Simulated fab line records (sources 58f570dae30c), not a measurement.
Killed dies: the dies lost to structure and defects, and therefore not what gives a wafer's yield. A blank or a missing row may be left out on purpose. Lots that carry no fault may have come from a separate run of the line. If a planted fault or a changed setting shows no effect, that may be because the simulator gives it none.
fab line records + flow berkeleyCmos170
[record]
- lots = 24
- wafers = 72
- lastDay = 12
route steps=331 shown ACTIVE@77 NVT@110 GATE@139 NLDD@164 CONTACT@236 M3@324
lots untouched by any fault: they come from a run of this same line in which no faults occurred
startH: start of the lot's first displayed wafer, in hours after the record's first day + waitH: hours since the lot's step before + " as in the row above + L1.1+2: a single row standing in for several wafers + - no value, or no start was given + * or withheld: withheld + < > ~ a bound
route shown NAME@n: names a module that has steps shown in the file, with the first one's number in the route + usual: mean/standard deviation taken from wafers without a fault + same: alike in all rows + chamber/n: place in a boat + sites: readings site by site + _std_site: their standard deviation + _edge_site: inner sites' mean taken away from outer sites' mean + radiusMm: how far each site lies from the wafer's centre + mask NAME#n: copy n + behind: tool/chamber where the wafer was last shaped + hold: why the lot was held/for how many hours/how that ended + device: names the non-switching transistor (n, p or np) + end of line: the route-end tests of the same wafers + for a step that has no rows: nothing shown but its recipe + killed: the dies lost at the first sort to structure and to defects; this is not the yield of the wafer + map: shows each die of a wafer: x if killed, . if not, _ if none is there
set.NAME: setting as actually run; set.NAME@STEP: the setting as run at that earlier step + model.NAME: the simulator's own value behind a step, which no gauge read
the route's steps for a sample of lots (tables are steps, rows are wafers)
[[steps]]
[step UCB170_ACTIVE_CD_MEAS_90]
[recipe]
- targetCdNm = 1200
[usual]
- cdNm = 1199.4/1.3
| lot.wafer | tool     | chamber | startH | waitH | cdNm   |
|-----------|----------|---------|--------|-------|--------|
| L075.2    | cdSem-02 | -       | 80.03  | 0.1   | 1199.7 |
| L075.4    | "        | -       | "      | "     | 1200.3 |
| L075.6    | "        | -       | "      | "     | 1199.7 |
| L074.2    | cdSem-02 | -       | 80.15  | 0.1   | 1200.9 |
| L074.5    | "        | -       | "      | "     | 1200.1 |
| L074.6    | "        | -       | "      | "     | 1200.2 |
| L077.1    | cdSem-02 | -       | 89.24  | 0.1   | 1201.4 |
| L077.5    | "        | -       | "      | "     | 1200.3 |
| L077.6    | "        | -       | "      | "     | 1200.3 |
| L076.3    | cdSem-01 | -       | 89.63  | 0.1   | 1198.7 |
| L076.5    | "        | -       | "      | "     | 1199.0 |
| L076.6    | "        | -       | "      | "     | 1198.8 |
| L078.1    | cdSem-01 | -       | 100.67 | 0.1   | 1198.3 |
| L078.5    | "        | -       | "      | "     | 1197.1 |
| L078.6    | "        | -       | "      | "     | 1197.3 |
| L079.1    | cdSem-02 | -       | 103.20 | 0.1   | 1199.2 |
| L079.2    | "        | -       | "      | "     | 1199.6 |
| L079.5    | "        | -       | "      | "     | 1198.2 |
| L080.1    | cdSem-01 | -       | 103.24 | 0.1   | 1199.1 |
| L080.4    | "        | -       | "      | "     | 1198.3 |
| L080.5    | "        | -       | "      | "     | 1198.6 |
| L082.1    | cdSem-01 | -       | 119.57 | 0.1   | 1199.2 |
| L082.4    | "        | -       | "      | "     | 1199.5 |
| L082.5    | "        | -       | "      | "     | 1198.3 |
| L081.3    | cdSem-01 | -       | 119.97 | 0.1   | 1198.6 |
| L081.5    | "        | -       | "      | "     | 1197.9 |
| L081.6    | "        | -       | "      | "     | 1199.6 |
| L083.3    | cdSem-02 | -       | 126.01 | 0.1   | 1195.7 |
| L083.4    | "        | -       | "      | "     | 1197.4 |
| L083.5    | "        | -       | "      | "     | 1197.2 |
| L084.3    | cdSem-01 | -       | 129.89 | 0.1   | 1198.3 |
| L084.4    | "        | -       | "      | "     | 1198.7 |
| L084.6    | "        | -       | "      | "     | 1199.8 |
| L085.2    | cdSem-01 | -       | 130.07 | 0.1   | 1197.3 |
| L085.3    | "        | -       | "      | "     | 1198.4 |
| L085.4    | "        | -       | "      | "     | 1199.2 |
| L086.1    | cdSem-01 | -       | 146.62 | 0.1   | 1199.8 |
| L086.3    | "        | -       | "      | "     | 1198.0 |
| L086.5    | "        | -       | "      | "     | 1197.9 |
| L088.1    | cdSem-01 | -       | 146.81 | 0.1   | 1199.2 |
| L088.4    | "        | -       | "      | "     | 1198.5 |
| L088.6    | "        | -       | "      | "     | 1198.6 |
| L087.1    | cdSem-01 | -       | 147.17 | 0.2   | 1201.3 |
| L087.3    | "        | -       | "      | "     | 1200.9 |
| L087.4    | "        | -       | "      | "     | 1200.1 |
| L090.3    | cdSem-02 | -       | 157.45 | 0.1   | 1201.0 |
| L090.5    | "        | -       | "      | "     | 1200.8 |
| L090.6    | "        | -       | "      | "     | 1199.3 |
| L089.1    | cdSem-01 | -       | 157.52 | 0.1   | 1198.9 |
| L089.5    | "        | -       | "      | "     | 1200.6 |
| L089.6    | "        | -       | "      | "     | 1197.8 |
| L091.2    | cdSem-02 | -       | 157.66 | 0.1   | 1200.4 |
| L091.5    | "        | -       | "      | "     | 1200.4 |
| L091.6    | "        | -       | "      | "     | 1198.8 |
| L092.1    | cdSem-01 | -       | 163.75 | 0.1   | 1196.8 |
| L092.4    | "        | -       | "      | "     | 1198.2 |
| L092.5    | "        | -       | "      | "     | 1199.0 |
| L093.1    | cdSem-01 | -       | 176.05 | 0.1   | 1200.6 |
| L093.2    | "        | -       | "      | "     | 1200.7 |
| L093.3    | "        | -       | "      | "     | 1199.7 |
| L096.3    | cdSem-01 | -       | 185.12 | 0.1   | 1199.7 |
| L096.4    | "        | -       | "      | "     | 1199.4 |
| L096.5    | "        | -       | "      | "     | 1199.5 |
| L095.1    | cdSem-01 | -       | 185.32 | 0.1   | 1200.7 |
| L095.4    | "        | -       | "      | "     | 1200.4 |
| L095.5    | "        | -       | "      | "     | 1199.2 |
| L094.3    | cdSem-01 | -       | 185.48 | 0.1   | 1201.6 |
| L094.5    | "        | -       | "      | "     | 1201.5 |
| L094.6    | "        | -       | "      | "     | 1202.0 |
| L097.2    | cdSem-01 | -       | 191.82 | 0.1   | 1202.4 |
| L097.4    | "        | -       | "      | "     | 1200.4 |
| L097.6    | "        | -       | "      | "     | 1202.2 |
[step UCB170_NVT_OVL_MEAS_06]
[usual]
- NVT_OVL = 3/6.4
| lot.wafer | tool       | chamber | startH | waitH | NVT_OVL[nm] |
|-----------|------------|---------|--------|-------|-------------|
| L074.2    | overlay-02 | -       | 107.41 | -     | -6          |
| L074.5    | "          | -       | "      | "     | -12         |
| L074.6    | "          | -       | "      | "     | -2          |
| L075.2    | overlay-02 | -       | 107.69 | -     | 10          |
| L075.4    | "          | -       | "      | "     | 3           |
| L075.6    | "          | -       | "      | "     | 7           |
| L077.1    | overlay-02 | -       | 112.00 | -     | 6           |
| L077.5    | "          | -       | "      | "     | 10          |
| L077.6    | "          | -       | "      | "     | -4          |
| L076.3    | overlay-02 | -       | 112.28 | -     | -3          |
| L076.5    | "          | -       | "      | "     | 5           |
| L076.6    | "          | -       | "      | "     | -2          |
| L078.1    | overlay-02 | -       | 125.07 | -     | -2          |
| L078.5    | "          | -       | "      | "     | -1          |
| L078.6    | "          | -       | "      | "     | -6          |
| L079.1    | overlay-02 | -       | 131.02 | -     | -2          |
| L079.2    | "          | -       | "      | "     | 1           |
| L079.5    | "          | -       | "      | "     | -1          |
| L080.1    | overlay-02 | -       | 131.28 | -     | 21          |
| L080.4    | "          | -       | "      | "     | 21          |
| L080.5    | "          | -       | "      | "     | 11          |
| L082.1    | overlay-02 | -       | 145.99 | -     | 1           |
| L082.4    | "          | -       | "      | "     | -4          |
| L082.5    | "          | -       | "      | "     | 5           |
| L081.3    | overlay-01 | -       | 146.24 | -     | 5           |
| L081.5    | "          | -       | "      | "     | -1          |
| L081.6    | "          | -       | "      | "     | 14          |
| L083.3    | overlay-02 | -       | 156.13 | -     | 5           |
| L083.4    | "          | -       | "      | "     | 7           |
| L083.5    | "          | -       | "      | "     | 10          |
| L084.3    | overlay-01 | -       | 161.92 | -     | 2           |
| L084.4    | "          | -       | "      | "     | -2          |
| L084.6    | "          | -       | "      | "     | -6          |
| L085.2    | overlay-02 | -       | 162.15 | -     | 14          |
| L085.3    | "          | -       | "      | "     | -3          |
| L085.4    | "          | -       | "      | "     | 7           |
| L086.1    | overlay-02 | -       | 179.61 | -     | 5           |
| L086.3    | "          | -       | "      | "     | 0           |
| L086.5    | "          | -       | "      | "     | 17          |
| L088.1    | overlay-01 | -       | 179.73 | -     | 10          |
| L088.4    | "          | -       | "      | "     | 12          |
| L088.6    | "          | -       | "      | "     | 1           |
| L087.1    | overlay-02 | -       | 179.85 | -     | 11          |
| L087.3    | "          | -       | "      | "     | 16          |
| L087.4    | "          | -       | "      | "     | 7           |
| L090.3    | overlay-01 | -       | 191.06 | -     | -1          |
| L090.5    | "          | -       | "      | "     | 7           |
| L090.6    | "          | -       | "      | "     | 2           |
| L089.1    | overlay-02 | -       | 191.33 | -     | 4           |
| L089.5    | "          | -       | "      | "     | 8           |
| L089.6    | "          | -       | "      | "     | 1           |
| L091.2    | overlay-02 | -       | 191.61 | -     | 5           |
| L091.5    | "          | -       | "      | "     | -1          |
| L091.6    | "          | -       | "      | "     | 1           |
| L092.1    | overlay-02 | -       | 197.18 | -     | -5          |
| L092.4    | "          | -       | "      | "     | 4           |
| L092.5    | "          | -       | "      | "     | -1          |
| L093.1    | overlay-01 | -       | 209.75 | -     | 3           |
| L093.2    | "          | -       | "      | "     | -3          |
| L093.3    | "          | -       | "      | "     | 7           |
| L094.3    | overlay-01 | -       | 216.17 | -     | 11          |
| L094.5    | "          | -       | "      | "     | 16          |
| L094.6    | "          | -       | "      | "     | -1          |
| L095.1    | overlay-02 | -       | 216.40 | -     | -5          |
| L095.4    | "          | -       | "      | "     | 2           |
| L095.5    | "          | -       | "      | "     | -2          |
| L096.3    | overlay-01 | -       | 216.53 | -     | 0           |
| L096.4    | "          | -       | "      | "     | 3           |
| L096.5    | "          | -       | "      | "     | 4           |
| L097.2    | overlay-01 | -       | 229.85 | -     | 6           |
| L097.4    | "          | -       | "      | "     | 5           |
| L097.6    | "          | -       | "      | "     | 6           |
[step UCB170_GATE_OVL_MEAS_13]
[usual]
- GATE_OVL = 2/5.9
| lot.wafer | tool       | chamber | startH | waitH | GATE_OVL[nm] |
|-----------|------------|---------|--------|-------|--------------|
| L075.2    | overlay-02 | -       | 124.47 | 0.1   | -5           |
| L075.4    | "          | -       | "      | "     | 9            |
| L075.6    | "          | -       | "      | "     | 0            |
| L077.1    | overlay-02 | -       | 124.88 | 0.1   | -1           |
| L077.5    | "          | -       | "      | "     | -1           |
| L077.6    | "          | -       | "      | "     | -8           |
| L076.3    | overlay-02 | -       | 125.11 | 0.1   | 4            |
| L076.5    | "          | -       | "      | "     | 10           |
| L076.6    | "          | -       | "      | "     | 2            |
| L074.2    | overlay-02 | -       | 125.19 | 0.1   | 2            |
| L074.5    | "          | -       | "      | "     | -1           |
| L074.6    | "          | -       | "      | "     | 5            |
| L078.1    | overlay-02 | -       | 138.79 | 0.1   | -9           |
| L078.5    | "          | -       | "      | "     | -13          |
| L078.6    | "          | -       | "      | "     | -5           |
| L079.1    | overlay-01 | -       | 147.74 | 0.1   | 11           |
| L079.2    | "          | -       | "      | "     | 14           |
| L079.5    | "          | -       | "      | "     | 19           |
| L080.1    | overlay-02 | -       | 148.02 | 0.1   | -1           |
| L080.4    | "          | -       | "      | "     | 4            |
| L080.5    | "          | -       | "      | "     | 2            |
| L081.3    | overlay-01 | -       | 161.40 | 0.1   | 4            |
| L081.5    | "          | -       | "      | "     | 5            |
| L081.6    | "          | -       | "      | "     | 7            |
| L082.1    | overlay-02 | -       | 161.67 | 0.1   | -2           |
| L082.4    | "          | -       | "      | "     | 5            |
| L082.5    | "          | -       | "      | "     | -3           |
| L083.3    | overlay-02 | -       | 174.04 | 0.1   | 9            |
| L083.4    | "          | -       | "      | "     | 15           |
| L083.5    | "          | -       | "      | "     | 10           |
| L084.3    | overlay-02 | -       | 180.55 | 0.1   | -2           |
| L084.4    | "          | -       | "      | "     | -4           |
| L084.6    | "          | -       | "      | "     | 0            |
| L085.2    | overlay-01 | -       | 180.82 | 0.1   | 2            |
| L085.3    | "          | -       | "      | "     | 7            |
| L085.4    | "          | -       | "      | "     | 5            |
| L086.1    | overlay-02 | -       | 193.99 | 0.1   | 3            |
| L086.3    | "          | -       | "      | "     | 0            |
| L086.5    | "          | -       | "      | "     | -6           |
| L088.1    | overlay-01 | -       | 194.11 | 0.1   | -2           |
| L088.4    | "          | -       | "      | "     | 4            |
| L088.6    | "          | -       | "      | "     | 6            |
| L087.1    | overlay-02 | -       | 194.35 | 0.1   | -3           |
| L087.3    | "          | -       | "      | "     | -5           |
| L087.4    | "          | -       | "      | "     | -4           |
| L090.3    | overlay-02 | -       | 208.06 | 0.1   | 6            |
| L090.5    | "          | -       | "      | "     | 6            |
| L090.6    | "          | -       | "      | "     | 2            |
| L091.2    | overlay-01 | -       | 208.17 | 0.1   | 1            |
| L091.5    | "          | -       | "      | "     | 6            |
| L091.6    | "          | -       | "      | "     | -4           |
| L089.1    | overlay-02 | -       | 208.28 | 0.1   | 2            |
| L089.5    | "          | -       | "      | "     | 11           |
| L089.6    | "          | -       | "      | "     | 10           |
| L092.1    | overlay-02 | -       | 214.15 | 0.1   | 8            |
| L092.4    | "          | -       | "      | "     | 11           |
| L092.5    | "          | -       | "      | "     | 7            |
| L093.1    | overlay-02 | -       | 229.70 | 0.1   | -6           |
| L093.2    | "          | -       | "      | "     | -5           |
| L093.3    | "          | -       | "      | "     | -1           |
| L094.3    | overlay-02 | -       | 234.39 | 0.1   | -1           |
| L094.5    | "          | -       | "      | "     | -3           |
| L094.6    | "          | -       | "      | "     | 6            |
| L095.1    | overlay-01 | -       | 234.39 | 0.1   | -1           |
| L095.4    | "          | -       | "      | "     | -6           |
| L095.5    | "          | -       | "      | "     | 1            |
| L096.3    | overlay-01 | -       | 234.56 | 0.1   | 2            |
| L096.4    | "          | -       | "      | "     | -1           |
| L096.5    | "          | -       | "      | "     | 1            |
| L097.2    | overlay-02 | -       | 244.12 | 0.1   | 4            |
| L097.4    | "          | -       | "      | "     | 1            |
| L097.6    | "          | -       | "      | "     | 7            |
[step UCB170_NLDD_CD_MEAS_06]
[recipe]
- targetCdNm = 1200
[usual]
- cdNm = 1199.8/1.4
| lot.wafer | tool     | chamber | startH | waitH | cdNm   |
|-----------|----------|---------|--------|-------|--------|
| L075.2    | cdSem-02 | -       | 129.91 | -     | 1199.9 |
| L075.4    | "        | -       | "      | "     | 1201.3 |
| L075.6    | "        | -       | "      | "     | 1199.7 |
| L077.1    | cdSem-02 | -       | 130.11 | -     | 1199.9 |
| L077.5    | "        | -       | "      | "     | 1199.1 |
| L077.6    | "        | -       | "      | "     | 1199.4 |
| L076.3    | cdSem-02 | -       | 130.66 | -     | 1198.6 |
| L076.5    | "        | -       | "      | "     | 1200.0 |
| L076.6    | "        | -       | "      | "     | 1199.1 |
| L074.2    | cdSem-01 | -       | 130.79 | -     | 1198.8 |
| L074.5    | "        | -       | "      | "     | 1201.0 |
| L074.6    | "        | -       | "      | "     | 1200.2 |
| L078.1    | cdSem-01 | -       | 144.31 | -     | 1200.5 |
| L078.5    | "        | -       | "      | "     | 1200.3 |
| L078.6    | "        | -       | "      | "     | 1200.2 |
| L079.1    | cdSem-02 | -       | 151.51 | -     | 1200.0 |
| L079.2    | "        | -       | "      | "     | 1198.1 |
| L079.5    | "        | -       | "      | "     | 1200.5 |
| L080.1    | cdSem-02 | -       | 151.84 | -     | 1198.7 |
| L080.4    | "        | -       | "      | "     | 1200.5 |
| L080.5    | "        | -       | "      | "     | 1199.6 |
| L082.1    | cdSem-01 | -       | 166.66 | -     | 1200.2 |
| L082.4    | "        | -       | "      | "     | 1201.3 |
| L082.5    | "        | -       | "      | "     | 1199.9 |
| L081.3    | cdSem-01 | -       | 167.38 | -     | 1201.9 |
| L081.5    | "        | -       | "      | "     | 1202.0 |
| L081.6    | "        | -       | "      | "     | 1201.2 |
| L083.3    | cdSem-01 | -       | 177.31 | -     | 1198.4 |
| L083.4    | "        | -       | "      | "     | 1198.9 |
| L083.5    | "        | -       | "      | "     | 1197.3 |
| L084.3    | cdSem-02 | -       | 185.35 | -     | 1198.8 |
| L084.4    | "        | -       | "      | "     | 1199.4 |
| L084.6    | "        | -       | "      | "     | 1199.8 |
| L085.2    | cdSem-02 | -       | 185.45 | -     | 1201.1 |
| L085.3    | "        | -       | "      | "     | 1200.7 |
| L085.4    | "        | -       | "      | "     | 1200.9 |
| L086.1    | cdSem-02 | -       | 197.84 | -     | 1197.6 |
| L086.3    | "        | -       | "      | "     | 1195.5 |
| L086.5    | "        | -       | "      | "     | 1197.7 |
| L088.1    | cdSem-01 | -       | 198.17 | -     | 1198.4 |
| L088.4    | "        | -       | "      | "     | 1198.8 |
| L088.6    | "        | -       | "      | "     | 1198.9 |
| L087.1    | cdSem-02 | -       | 198.46 | -     | 1201.2 |
| L087.3    | "        | -       | "      | "     | 1200.6 |
| L087.4    | "        | -       | "      | "     | 1201.3 |
| L090.3    | cdSem-02 | -       | 211.42 | -     | 1201.4 |
| L090.5    | "        | -       | "      | "     | 1200.0 |
| L090.6    | "        | -       | "      | "     | 1200.3 |
| L091.2    | cdSem-01 | -       | 211.62 | -     | 1200.1 |
| L091.5    | "        | -       | "      | "     | 1199.1 |
| L091.6    | "        | -       | "      | "     | 1199.5 |
| L089.1    | cdSem-02 | -       | 211.72 | -     | 1197.8 |
| L089.5    | "        | -       | "      | "     | 1196.5 |
| L089.6    | "        | -       | "      | "     | 1198.8 |
| L092.1    | cdSem-02 | -       | 219.05 | -     | 1199.5 |
| L092.4    | "        | -       | "      | "     | 1200.5 |
| L092.5    | "        | -       | "      | "     | 1200.4 |
| L093.1    | cdSem-02 | -       | 233.66 | -     | 1199.8 |
| L093.2    | "        | -       | "      | "     | 1201.2 |
| L093.3    | "        | -       | "      | "     | 1199.8 |
| L094.3    | cdSem-02 | -       | 238.07 | -     | 1202.5 |
| L094.5    | "        | -       | "      | "     | 1202.2 |
| L094.6    | "        | -       | "      | "     | 1201.5 |
| L095.1    | cdSem-01 | -       | 238.12 | -     | 1201.5 |
| L095.4    | "        | -       | "      | "     | 1202.2 |
| L095.5    | "        | -       | "      | "     | 1203.2 |
| L096.3    | cdSem-02 | -       | 238.34 | -     | 1199.2 |
| L096.4    | "        | -       | "      | "     | 1198.2 |
| L096.5    | "        | -       | "      | "     | 1198.8 |
| L097.2    | cdSem-01 | -       | 248.75 | -     | 1198.3 |
| L097.4    | "        | -       | "      | "     | 1198.1 |
| L097.6    | "        | -       | "      | "     | 1198.3 |
[step UCB170_CONTACT_CD_MEAS_90]
[recipe]
- targetCdNm = 700
[usual]
- cdNm = 699.9/1.7
| lot.wafer | tool     | chamber | startH | waitH | cdNm  |
|-----------|----------|---------|--------|-------|-------|
| L075.2    | cdSem-02 | -       | 149.57 | 0.1   | 700.9 |
| L075.4    | "        | -       | "      | "     | 700.5 |
| L075.6    | "        | -       | "      | "     | 700.6 |
| L077.1    | cdSem-01 | -       | 150.97 | 0.1   | 700.5 |
| L077.5    | "        | -       | "      | "     | 700.6 |
| L077.6    | "        | -       | "      | "     | 702.4 |
| L076.3    | cdSem-02 | -       | 151.13 | 0.1   | 698.8 |
| L076.5    | "        | -       | "      | "     | 698.8 |
| L076.6    | "        | -       | "      | "     | 698.8 |
| L074.2    | cdSem-02 | -       | 151.27 | 0.1   | 701.0 |
| L074.5    | "        | -       | "      | "     | 700.2 |
| L074.6    | "        | -       | "      | "     | 698.9 |
| L078.1    | cdSem-01 | -       | 160.36 | 0.1   | 701.6 |
| L078.5    | "        | -       | "      | "     | 701.1 |
| L078.6    | "        | -       | "      | "     | 702.8 |
| L079.1    | cdSem-01 | -       | 170.67 | 0.1   | 702.4 |
| L079.2    | "        | -       | "      | "     | 703.5 |
| L079.5    | "        | -       | "      | "     | 703.1 |
| L080.1    | cdSem-02 | -       | 171.30 | 0.1   | 697.2 |
| L080.4    | "        | -       | "      | "     | 698.2 |
| L080.5    | "        | -       | "      | "     | 700.6 |
| L082.1    | cdSem-02 | -       | 187.76 | 0.1   | 697.7 |
| L082.4    | "        | -       | "      | "     | 696.6 |
| L082.5    | "        | -       | "      | "     | 698.3 |
| L081.3    | cdSem-01 | -       | 188.04 | 0.1   | 700.8 |
| L081.5    | "        | -       | "      | "     | 697.6 |
| L081.6    | "        | -       | "      | "     | 698.1 |
| L083.3    | cdSem-01 | -       | 190.82 | 0.1   | 700.9 |
| L083.4    | "        | -       | "      | "     | 699.8 |
| L083.5    | "        | -       | "      | "     | 697.4 |
| L084.3    | cdSem-01 | -       | 203.34 | 0.1   | 701.8 |
| L084.4    | "        | -       | "      | "     | 700.5 |
| L084.6    | "        | -       | "      | "     | 702.4 |
| L085.2    | cdSem-01 | -       | 205.03 | 0.1   | 700.3 |
| L085.3    | "        | -       | "      | "     | 701.8 |
| L085.4    | "        | -       | "      | "     | 700.6 |
| L086.1    | cdSem-02 | -       | 212.91 | 0.1   | 700.9 |
| L086.3    | "        | -       | "      | "     | 700.2 |
| L086.5    | "        | -       | "      | "     | 699.7 |
| L088.1    | cdSem-02 | -       | 214.05 | 0.1   | 698.6 |
| L088.4    | "        | -       | "      | "     | 698.0 |
| L088.6    | "        | -       | "      | "     | 699.2 |
| L087.1    | cdSem-01 | -       | 214.29 | 0.1   | 700.7 |
| L087.3    | "        | -       | "      | "     | 701.1 |
| L087.4    | "        | -       | "      | "     | 700.0 |
| L090.3    | cdSem-01 | -       | 232.10 | 0.1   | 702.0 |
| L090.5    | "        | -       | "      | "     | 699.3 |
| L090.6    | "        | -       | "      | "     | 698.9 |
| L089.1    | cdSem-02 | -       | 232.30 | 0.1   | 696.6 |
| L089.5    | "        | -       | "      | "     | 697.4 |
| L089.6    | "        | -       | "      | "     | 699.0 |
| L091.2    | cdSem-01 | -       | 232.44 | 0.1   | 699.4 |
| L091.5    | "        | -       | "      | "     | 700.4 |
| L091.6    | "        | -       | "      | "     | 697.3 |
| L092.1    | cdSem-01 | -       | 238.82 | 0.1   | 701.2 |
| L092.4    | "        | -       | "      | "     | 701.4 |
| L092.5    | "        | -       | "      | "     | 699.4 |
| L093.1    | cdSem-02 | -       | 251.58 | 0.1   | 698.1 |
| L093.2    | "        | -       | "      | "     | 700.7 |
| L093.3    | "        | -       | "      | "     | 699.8 |
| L094.3    | cdSem-01 | -       | 257.12 | 0.1   | 700.3 |
| L094.5    | "        | -       | "      | "     | 701.1 |
| L094.6    | "        | -       | "      | "     | 699.1 |
| L095.1    | cdSem-02 | -       | 257.34 | 0.1   | 696.7 |
| L095.4    | "        | -       | "      | "     | 698.5 |
| L095.5    | "        | -       | "      | "     | 698.2 |
| L096.3    | cdSem-01 | -       | 257.42 | 0.1   | 700.9 |
| L096.4    | "        | -       | "      | "     | 700.8 |
| L096.5    | "        | -       | "      | "     | 702.1 |
| L097.2    | cdSem-01 | -       | 264.65 | 0.1   | 702.5 |
| L097.4    | "        | -       | "      | "     | 701.3 |
| L097.6    | "        | -       | "      | "     | 702.2 |
[step UCB170_M3_CD_MEAS_15]
[recipe]
- targetCdNm = 700
[usual]
- cdNm = 699.6/1.2
| lot.wafer | tool     | chamber | startH | waitH | cdNm  |
|-----------|----------|---------|--------|-------|-------|
| L077.1    | cdSem-01 | -       | 169.29 | -     | 700.1 |
| L077.5    | "        | -       | "      | "     | 699.5 |
| L077.6    | "        | -       | "      | "     | 699.9 |
| L075.2    | cdSem-01 | -       | 169.99 | -     | 701.3 |
| L075.4    | "        | -       | "      | "     | 699.8 |
| L075.6    | "        | -       | "      | "     | 701.2 |
| L076.3    | cdSem-02 | -       | 170.17 | -     | 700.0 |
| L076.5    | "        | -       | "      | "     | 699.3 |
| L076.6    | "        | -       | "      | "     | 699.6 |
| L074.2    | cdSem-02 | -       | 170.38 | -     | 700.1 |
| L074.5    | "        | -       | "      | "     | 700.0 |
| L074.6    | "        | -       | "      | "     | 700.2 |
| L078.1    | cdSem-01 | -       | 180.86 | -     | 699.5 |
| L078.5    | "        | -       | "      | "     | 699.7 |
| L078.6    | "        | -       | "      | "     | 697.8 |
| L079.1    | cdSem-02 | -       | 188.05 | -     | 702.2 |
| L079.2    | "        | -       | "      | "     | 699.7 |
| L079.5    | "        | -       | "      | "     | 698.7 |
| L080.1    | cdSem-01 | -       | 188.51 | -     | 697.9 |
| L080.4    | "        | -       | "      | "     | 698.0 |
| L080.5    | "        | -       | "      | "     | 700.0 |
| L081.3    | cdSem-01 | -       | 205.27 | -     | 700.8 |
| L081.5    | "        | -       | "      | "     | 699.8 |
| L081.6    | "        | -       | "      | "     | 698.7 |
| L082.1    | cdSem-01 | -       | 205.80 | -     | 699.8 |
| L082.4    | "        | -       | "      | "     | 699.0 |
| L082.5    | "        | -       | "      | "     | 699.7 |
| L083.3    | cdSem-01 | -       | 208.99 | -     | 702.0 |
| L083.4    | "        | -       | "      | "     | 700.7 |
| L083.5    | "        | -       | "      | "     | 701.8 |
| L084.3    | cdSem-02 | -       | 221.20 | -     | 701.9 |
| L084.4    | "        | -       | "      | "     | 700.9 |
| L084.6    | "        | -       | "      | "     | 699.5 |
| L085.2    | cdSem-01 | -       | 221.45 | -     | 698.7 |
| L085.3    | "        | -       | "      | "     | 701.6 |
| L085.4    | "        | -       | "      | "     | 701.2 |
| L086.1    | cdSem-01 | -       | 229.57 | -     | 699.6 |
| L086.3    | "        | -       | "      | "     | 699.8 |
| L086.5    | "        | -       | "      | "     | 700.1 |
| L088.1    | cdSem-01 | -       | 230.40 | -     | 699.5 |
| L088.4    | "        | -       | "      | "     | 700.5 |
| L088.6    | "        | -       | "      | "     | 700.3 |
| L087.1    | cdSem-02 | -       | 230.65 | -     | 700.8 |
| L087.3    | "        | -       | "      | "     | 700.5 |
| L087.4    | "        | -       | "      | "     | 699.7 |
| L090.3    | cdSem-01 | -       | 251.88 | -     | 696.9 |
| L090.5    | "        | -       | "      | "     | 697.8 |
| L090.6    | "        | -       | "      | "     | 698.3 |
| L089.1    | cdSem-02 | -       | 252.08 | -     | 700.8 |
| L089.5    | "        | -       | "      | "     | 699.3 |
| L089.6    | "        | -       | "      | "     | 700.2 |
| L091.2    | cdSem-02 | -       | 252.53 | -     | 698.7 |
| L091.5    | "        | -       | "      | "     | 698.6 |
| L091.6    | "        | -       | "      | "     | 698.4 |
| L092.1    | cdSem-02 | -       | 257.04 | -     | 700.0 |
| L092.4    | "        | -       | "      | "     | 699.5 |
| L092.5    | "        | -       | "      | "     | 699.5 |
| L093.1    | cdSem-01 | -       | 267.81 | -     | 698.6 |
| L093.2    | "        | -       | "      | "     | 697.4 |
| L093.3    | "        | -       | "      | "     | 698.7 |
| L094.3    | cdSem-02 | -       | 273.92 | -     | 698.4 |
| L094.5    | "        | -       | "      | "     | 698.6 |
| L094.6    | "        | -       | "      | "     | 698.3 |
| L095.1    | cdSem-01 | -       | 274.16 | -     | 698.4 |
| L095.4    | "        | -       | "      | "     | 698.0 |
| L095.5    | "        | -       | "      | "     | 697.6 |
| L096.3    | cdSem-02 | -       | 274.53 | -     | 698.5 |
| L096.4    | "        | -       | "      | "     | 697.4 |
| L096.5    | "        | -       | "      | "     | 698.4 |
| L097.2    | cdSem-02 | -       | 284.16 | -     | 700.3 |
| L097.4    | "        | -       | "      | "     | 699.3 |
| L097.6    | "        | -       | "      | "     | 700.5 |
[[key]]
fault none
